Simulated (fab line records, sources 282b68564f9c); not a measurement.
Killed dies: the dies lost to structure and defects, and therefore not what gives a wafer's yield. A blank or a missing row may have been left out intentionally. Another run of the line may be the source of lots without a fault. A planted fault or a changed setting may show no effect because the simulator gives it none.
Code-filled problem report in 8D (eight disciplines) form	flow rit cmos	the parts of the form that need people (team, actions taken, sign-off) are left out

1. WHAT IS WRONG
Wafers free of any fault read 3103 (standard deviation 28) for NSD_TW at RIT_NSD_TW_MEAS_10, against a mean of 2825 on 6 wafers of 2 lots. Measured from the usual mean, that is -9.9 standard deviations.
First observed at day 4 22:54: wafer L648.2, on film metro-02. At this step, 42 wafers from 14 lots have a number in the record. The rule behind "out" and "out of limits": a value lying over 4 standard deviations away from the usual mean. All remaining wafers that have a number are taken as sound.

2. WHAT IT IS; WHAT IT IS NOT
question	is	is not
which readings at this step	NSD_TW	-
which lots	L648, L652	L641, L642, L645, L653, L654, L656, L657, L659, L660, L661, L663, L664
which wafers of those lots	all that have a number	-
read on which gauges	film metro-01, film metro-02	film metro-04
when	from day 4 22:54	up to then (9 sound wafers); but 27 sound wafers of L653, L654, L656, L657, L659, L660, L661, L663, L664 came after

3. THE SUSPECTS, EACH WITH WHAT RULES IT OUT
Counting: a tool stays on the suspect list if, at a process step up to the reading, it processed all lots that are out and no sound lot following the first of them.
- the gauge at RIT_NSD_TW_MEAS_10 has been ruled out. 2 gauges (film metro-01, film metro-02) read the wafers that are out.
- implanter-04 at RIT_NSD_IMPLANT_08: kept. Every lot that is out went through it, starting with L648 (day 4 22:35), and after that it ran no sound lot; the last sound lot it ran before then is L645 (day 4 06:53). Its own dose ions cm2, faraday current uA readings are out on those wafers.
Left after counting: implanter-04 at RIT_NSD_IMPLANT_08.

4. THE CAUSE (what the simulator had put in)
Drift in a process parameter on implanter-04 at RIT_NSD_IMPLANT_08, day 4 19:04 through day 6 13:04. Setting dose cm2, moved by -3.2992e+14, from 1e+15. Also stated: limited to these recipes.
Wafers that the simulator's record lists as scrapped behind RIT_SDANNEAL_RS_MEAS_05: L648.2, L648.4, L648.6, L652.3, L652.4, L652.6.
Counting left only this tool.

5. THE EFFECT CHAIN, in route order
Each row: a reading whose mean over the struck wafers that have a number lies more than 3 standard deviations from the usual. Readings are gone through only where the record gives a usual standard deviation; hours: the median, over the lots, of the time from a lot's start at the first step in this table giving one to that lot's start at this step; sigmas: the change measured in usual standard deviations.
hours	step	reading	usual	on struck wafers	change	sigmas
0	RIT_NSD_IMPLANT_08	dose ions cm2	1.0001e+15	6.7118e+14	-3.2892e+14	-99 or more
0	RIT_NSD_IMPLANT_08	faraday current uA	3139	2102	-1037	-17
0	RIT_NSD_TW_MEAS_10	NSD_TW	3103	2825	-278	-9.9
6	RIT_SDANNEAL_RS_MEAS_05	NSD_RS	84.5 ohm/sq	116.9	+32.4	+99 or more
Its process steps:
- RIT_NSD_IMPLANT_08

6. WHAT WOULD HAVE CAUGHT IT SOONER
4 hours passed between the start of the fault at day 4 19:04 and the first reading out of limits at a measuring or inspecting step in this record, taken at day 4 22:54.
Tool's own readings at RIT_NSD_IMPLANT_08, dose ions cm2, faraday current uA: out on all struck wafers the step has rows for; an alarm limit on them would have tripped on the first.
Lots out: 2; of these, L652 started RIT_NSD_IMPLANT_08 on implanter-04 after day 4 22:54. Had the tool been put on hold then, it would have been spared.
